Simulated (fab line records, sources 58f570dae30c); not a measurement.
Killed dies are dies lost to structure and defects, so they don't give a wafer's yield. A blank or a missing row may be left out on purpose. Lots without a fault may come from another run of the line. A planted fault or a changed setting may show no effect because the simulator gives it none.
Which tool did it? | flow berkeley_cmos170 | 14 lots, 42 wafers sampled, at 2 steps of a route of 331

WHAT THE GAUGES READ, wafer by wafer
UCB170_M1_CD_MEAS_09: target cd 700 nm. Usual: cd_nm 700.2 nm, standard deviation 1.2.
lot  | measured     | on        | cd_nm (nm)        | flag
L975 | day 8 19:34  | cd_sem-01 | 702.6 700.6 701.8 |
L972 | day 8 19:50  | cd_sem-02 | 701.0 702.2 702.9 |
L974 | day 8 21:26  | cd_sem-01 | 702.9 701.8 702.4 |
L977 | day 10 06:05 | cd_sem-01 | 700.9 701.3 700.3 |
L979 | day 10 06:19 | cd_sem-01 | 699.0 697.7 698.8 |
L980 | day 10 06:35 | cd_sem-01 | 699.6 699.3 701.4 |
L978 | day 10 07:01 | cd_sem-01 | 699.9 700.3 699.2 |
L984 | day 10 15:04 | cd_sem-01 | 699.6 700.1 700.1 |
L981 | day 10 16:58 | cd_sem-01 | 701.8 700.9 702.8 |
L986 | day 12 10:56 | cd_sem-01 | 715.7 715.5 716.7 | OFF
L987 | day 12 14:05 | cd_sem-02 | 711.7 712.2 710.6 | OFF
L991 | day 12 21:08 | cd_sem-02 | 698.9 697.9 699.0 |
L992 | day 12 22:10 | cd_sem-01 | 700.1 700.1 699.7 |
L995 | day 13 14:27 | cd_sem-02 | 699.5 697.7 697.4 |

WHICH TOOL RAN EACH LOT (tool, then ch and the chambers of the sampled wafers, then the start)
lot  | UCB170_M1_PEB_07
L975 | litho_track-02 ch 0, day 8 19:17
L972 | litho_track-01 ch 0, day 8 19:34
L974 | litho_track-02 ch 0, day 8 21:10
L977 | litho_track-03 ch 0, day 10 05:49
L979 | litho_track-03 ch 0, day 10 06:02
L980 | litho_track-02 ch 0, day 10 06:20
L978 | litho_track-01 ch 0, day 10 06:44
L984 | litho_track-01 ch 0, day 10 14:48
L981 | litho_track-03 ch 0, day 10 16:41
L986 | litho_track-01 ch 0, day 12 10:40
L987 | litho_track-01 ch 0, day 12 13:49
L991 | litho_track-03 ch 0, day 12 20:52
L992 | litho_track-02 ch 0, day 12 21:00
L995 | litho_track-02 ch 0, day 13 14:11
- UCB170_M1_PEB_07

WHAT THE TOOLS THEMSELVES READ (means of the sampled wafers that have a number; where no wafer has one, the mark that the record gives instead)
UCB170_M1_PEB_07. Usual: heater_power_total_W 56.81 W, standard deviation 0.041; resist_line_temp_C 22.99 C, standard deviation 0.11.
lot  | tool           | heater_power_total_W (W) | resist_line_temp_C (C) | flag
L975 | litho_track-02 | 56.77                    | 22.90                  |
L972 | litho_track-01 | 56.82                    | 23.09                  |
L974 | litho_track-02 | 56.79                    | 22.94                  |
L977 | litho_track-03 | 56.81                    | 23.10                  |
L979 | litho_track-03 | 56.77                    | 23.00                  |
L980 | litho_track-02 | 56.82                    | 23.18                  |
L978 | litho_track-01 | 56.82                    | 22.92                  |
L984 | litho_track-01 | 56.83                    | 22.99                  |
L981 | litho_track-03 | 56.79                    | 22.92                  |
L986 | litho_track-01 | 61.06                    | 23.12                  | OFF
L987 | litho_track-01 | 61.06                    | 22.90                  | OFF
L991 | litho_track-03 | 56.81                    | 23.05                  |
L992 | litho_track-02 | 56.81                    | 23.03                  |
L995 | litho_track-02 | 56.81                    | 22.94                  |

THE ANSWER, worked out from the rows above alone
Rule: a lot is off if the mean of its wafers that have a number lies more than 3 standard deviations from the usual mean. A lot without any number at a reading at which 4 lots or more have one is off too. The other lots that the step has rows for count as sound. The gauges are gone through in route order, then the tools' own readings, and for those a lot's mean is taken as printed above. The first step at which some lot is off is used, and at that step the reading that is off furthest; a lot without a number counts as furthest.
Off: L986, L987, at UCB170_M1_CD_MEAS_09 (cd_nm).
A tool fits if, at a process step before that reading, it ran every lot that is off, and no sound lot after the first of them. The gauges at UCB170_M1_CD_MEAS_09 aren't tried: what is off there is off at UCB170_M1_PEB_07 too, on other tools, and a gauge's error can't cause that. One fits: litho_track-01 at UCB170_M1_PEB_07. Its last sound lot is L984 (day 10 14:48), its first lot that is off L986 (day 12 10:40): a fault that began between those two fits.
The tool's own readings at UCB170_M1_PEB_07 bear it out: on the lots that are off they differ by more than 5 times the standard deviation of the sound lots' means. heater_power_total_W reads 61.06 W there against 56.80 W on the sound lots.

WHAT THE SIMULATOR HAD PUT IN
Process parameter drift: litho_track-01, from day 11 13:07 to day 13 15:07, at UCB170_M1_PEB_07. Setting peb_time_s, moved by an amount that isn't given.
Lots struck among those shown: L986, L987. The rule above found the same.
